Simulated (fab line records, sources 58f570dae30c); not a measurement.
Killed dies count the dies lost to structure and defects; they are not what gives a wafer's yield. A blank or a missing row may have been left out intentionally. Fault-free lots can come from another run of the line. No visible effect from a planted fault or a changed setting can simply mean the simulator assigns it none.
Chamber matching / flow berkeley-cmos170 / 3 sister chambers for UCB170_START_CLEAN_01 on wet-bench-01
The step cleans in dHF, time 60 s. 14 wafers are shown with their chamber, then 4 later ones without.

== WAFERS, EACH WITH ITS CHAMBER ==
wafer=L896.2; chamber=0; run-length-s (s)=92.2
wafer=L896.5; chamber=0; run-length-s (s)=92.2
wafer=L896.6; chamber=0; run-length-s (s)=92.2
wafer=L899.1; chamber=1; run-length-s (s)=94.8
wafer=L899.2; chamber=1; run-length-s (s)=94.8
wafer=L899.4; chamber=1; run-length-s (s)=94.8
wafer=L904.1; chamber=0; run-length-s (s)=85.2
wafer=L904.2; chamber=0; run-length-s (s)=85.2
wafer=L904.5; chamber=0; run-length-s (s)=85.2
wafer=L908.1; chamber=1; run-length-s (s)=86.4
wafer=L908.3; chamber=1; run-length-s (s)=86.4
wafer=L908.5; chamber=1; run-length-s (s)=86.4
wafer=L916.1; chamber=3; run-length-s (s)=88.1
wafer=L916.4; chamber=3; run-length-s (s)=88.1

SIGNATURES (averages over the wafers above)
reading=run-length-s; chamber 0=88.700; chamber 1=90.600; chamber 3=88.100; scatter within a chamber=4.04
Rule: for each reading, subtract the chamber's mean from the wafer's reading, divide by that reading's scatter and square the result; add these up over the readings and take the root, which gives the wafer's distance from the chamber. If the next closest chamber is less than 2 further off than the closest, the wafer can't be placed; otherwise it belongs to the closest. The scatter: take each reading less its chamber's mean, square it, sum over the shown wafers, divide by the number of wafers less the number of chambers, and take the root.

== WAFERS MISSING THEIR CHAMBER ==
wafer=L916.5; run-length-s (s)=88.1
wafer=L919.1; run-length-s (s)=87.0
wafer=L919.2; run-length-s (s)=87.0
wafer=L919.4; run-length-s (s)=87.0

== CHAMBER TAKEN BY EACH ==
wafer=L916.5; from the rows above=can't be placed: 3 or 0 or 1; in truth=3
wafer=L919.1; from the rows above=can't be placed: 3 or 0 or 1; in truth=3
wafer=L919.2; from the rows above=can't be placed: 3 or 0 or 1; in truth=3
wafer=L919.4; from the rows above=can't be placed: 3 or 0 or 1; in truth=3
Correct placement for 0 of the 4. Not placeable from these rows: 4 (in 4, the candidates include the true chamber). Wrongly placed: 0.
